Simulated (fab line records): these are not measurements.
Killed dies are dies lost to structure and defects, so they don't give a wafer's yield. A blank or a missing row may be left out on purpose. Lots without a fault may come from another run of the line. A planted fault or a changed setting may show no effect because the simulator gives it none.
A struck lot beside a sound one + flow rit_cmos + 43 steps out of a route of 202
Sound: wafers L621.3, L621.4, L621.6. Struck: wafers L643.1, L643.5, L643.6. The cause is named last.
At each step with rows: each side's tool, then ch and its chambers, then its first start. Under that, the readings that differ: sound wafers + struck wafers + difference of the means + sigmas: that difference in standard deviations of wafers without a fault.
alike: same words and numbers on both sides, and readings whose means sit less than 2 such deviations apart. not compared: any withheld reading, any reading some wafer has no value for, any bound like >300 that may hide the same value, and any number with overlapping values for which the record gives no deviation.
Wherever a step has rows on one side only, a row that says differs or no value, or a row with sigmas, the two part there. When numbers do not overlap yet have no deviation, they are printed without sigmas and do not part them. A reading missing from all wafers of one side parts the sides only when that side holds two or more wafers.

first, 3 steps without rows for these wafers: RIT_REOX_CLEAN_01 (cleans in dHF, time 30 s); RIT_REOX_CLEAN_02 (cleans in SC2, time 600 s); RIT_REOX_OXIDATION_03 (target thk 25.2 nm, ox time 5580 s).
RIT_REOX_THK_MEAS_04:
  sound on film_metro-01 at day 2 16:04; struck on film_metro-03 at day 7 06:27
  alike: REOX_OXIDE_THK
then, 6 steps without rows for these wafers: RIT_NLDD_HMDS_00 (prime time 60 s); RIT_NLDD_COAT_01 (resist thk 1000 nm); RIT_NLDD_SOFTBAKE_02 (time 60 s); RIT_NLDD_EXPOSE_03 (exposes mask M7, target cd 40700 nm); RIT_NLDD_PEB_04; RIT_NLDD_DEVELOP_05 (develop time 50 s).
RIT_NLDD_OVL_MEAS_06:
  sound on overlay-02 at day 2 16:58; struck on overlay-01 at day 7 07:25
  alike: NLDD_OVL
then, 1 step without rows for these wafers: RIT_NLDD_HARDBAKE_07 (time 60 s).
RIT_NLDD_IMPLANT_08:
  sound on implanter-03 ch 0, day 2 17:12; struck on implanter-04 ch 0, day 7 07:36
| reading            | sound             | struck            | difference | sigmas |
|--------------------|-------------------|-------------------|------------|--------|
| beam_on_s (s)      | 10.08 10.01 10.11 | 14.48 14.54 14.21 | +4.34      | +23    |
| faraday_current_uA | 1551 1571 1559    | 1081 1085 1103    | -471       | -16    |
RIT_NLDD_STRIP_09: strips in O2, time 180 s.
  sound on plasma_asher-04 ch 0,1, day 2 17:21; struck on plasma_asher-04 ch 0,1, day 7 07:45
  alike: chamber_pressure_mTorr, drypump_motor_current_A
  not compared: rf_hours_counter_h
RIT_NLDD_TW_MEAS_10:
  sound on film_metro-02 at day 2 17:29; struck on film_metro-04 at day 7 08:09
| reading | sound          | struck         | difference | sigmas |
|---------|----------------|----------------|------------|--------|
| NLDD_TW | 2530 2526 2530 | 2774 2781 2774 | +248       | +15    |
  not compared: hold
then, 5 steps without rows for these wafers: RIT_PLDD_COAT_01 (resist thk 1000 nm); RIT_PLDD_SOFTBAKE_02 (time 60 s); RIT_PLDD_EXPOSE_03 (exposes mask M8, target cd 40900 nm); RIT_PLDD_PEB_04; RIT_PLDD_DEVELOP_05 (develop time 50 s).
RIT_PLDD_OVL_MEAS_06:
  sound on overlay-01 at day 2 18:35; struck on overlay-01 at day 7 11:57
  alike: PLDD_OVL
then, 2 steps without rows for these wafers: RIT_PLDD_HARDBAKE_07 (time 60 s); RIT_PLDD_IMPLANT_08.
RIT_PLDD_STRIP_09: strips in O2, time 180 s.
  sound on plasma_asher-01 ch 0,1, day 2 18:58; struck on plasma_asher-01 ch 0,1, day 7 12:38
  alike: chamber_pressure_mTorr, drypump_motor_current_A
  not compared: rf_hours_counter_h
RIT_PLDD_TW_MEAS_10:
  sound on film_metro-04 at day 2 19:07; struck on film_metro-02 at day 7 12:49
  alike: PLDD_TW
then, 4 steps without rows for these wafers: RIT_SPACER_CLEAN_00 (cleans in SC1, time 600 s); RIT_SPACER_CLEAN_01 (cleans in dHF, time 30 s); RIT_SPACER_CLEAN_02 (cleans in SC2, time 600 s); RIT_SPACER_CVD_03 (deposits Si3N4 from SiH2Cl2/NH3, target thk 250 nm, time 3300 s).
RIT_SPACER_THK_MEAS_04:
  sound on film_metro-01 at day 2 21:38; struck on film_metro-03 at day 7 17:25
  alike: SPACER_NITRIDE_THK
RIT_SPACER_ETCHBACK_05: etches Si3N4 in SF6/CHF3, stops on SiO2, target depth 250 nm, time 240 s.
  sound on rie_diel-01 ch 0,1,3, day 2 21:41; struck on rie_diel-02 ch 0,2,3, day 7 17:28
  alike: chamber_pressure_mTorr, drypump_motor_current_A, oes_product_au, throttle_valve_pct
  not compared: rf_hours_counter_h
then, 2 steps without rows for these wafers: RIT_NSD_HMDS_00 (prime time 60 s); RIT_NSD_COAT_01 (resist thk 1000 nm).
RIT_NSD_SOFTBAKE_02: time 61.69 s.
  sound on litho_track-01 ch 0, day 2 22:11; struck on litho_track-01 ch 0, day 7 18:03
  alike: plate_sensor_t_centre_C, plate_sensor_t_edge_C
then, 3 steps without rows for these wafers: RIT_NSD_EXPOSE_03 (exposes mask M9, target cd 40700 nm); RIT_NSD_PEB_04; RIT_NSD_DEVELOP_05 (develop time 50 s).
RIT_NSD_OVL_MEAS_06:
  sound on overlay-01 at day 2 22:49; struck on overlay-02 at day 7 18:43
  alike: NSD_OVL
then, 2 steps without rows for these wafers: RIT_NSD_HARDBAKE_07 (time 60 s); RIT_NSD_IMPLANT_08.
RIT_NSD_STRIP_09: strips in O2, time 180 s.
  sound on plasma_asher-04 ch 0,1, day 2 23:12; struck on plasma_asher-04 ch 0,1, day 7 19:03
  alike: chamber_pressure_mTorr, drypump_motor_current_A
  not compared: rf_hours_counter_h
RIT_SDANNEAL_RS_MEAS_07: a four-point-probe measurement.
  sound on film_metro-04 at day 3 02:07; struck on film_metro-02 at day 7 22:21
| reading          | sound             | struck            | difference | sigmas |
|------------------|-------------------|-------------------|------------|--------|
| NLDD_RS (ohm/sq) | 151.7 152.2 151.6 | 114.0 113.8 113.8 | -38.0      | -72    |
  not compared: hold
RIT_M1_PROBE_99:
  sound wafers here have rows in the record (prober-01, day 3 10:33); struck ones have none

## WHERE THEY PART
At RIT_NLDD_IMPLANT_08 first; at RIT_M1_PROBE_99 last (within this record only).

WHY: the cause the simulator had injected
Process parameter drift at RIT_NLDD_IMPLANT_08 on implanter-04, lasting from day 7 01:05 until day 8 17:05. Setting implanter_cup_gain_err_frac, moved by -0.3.
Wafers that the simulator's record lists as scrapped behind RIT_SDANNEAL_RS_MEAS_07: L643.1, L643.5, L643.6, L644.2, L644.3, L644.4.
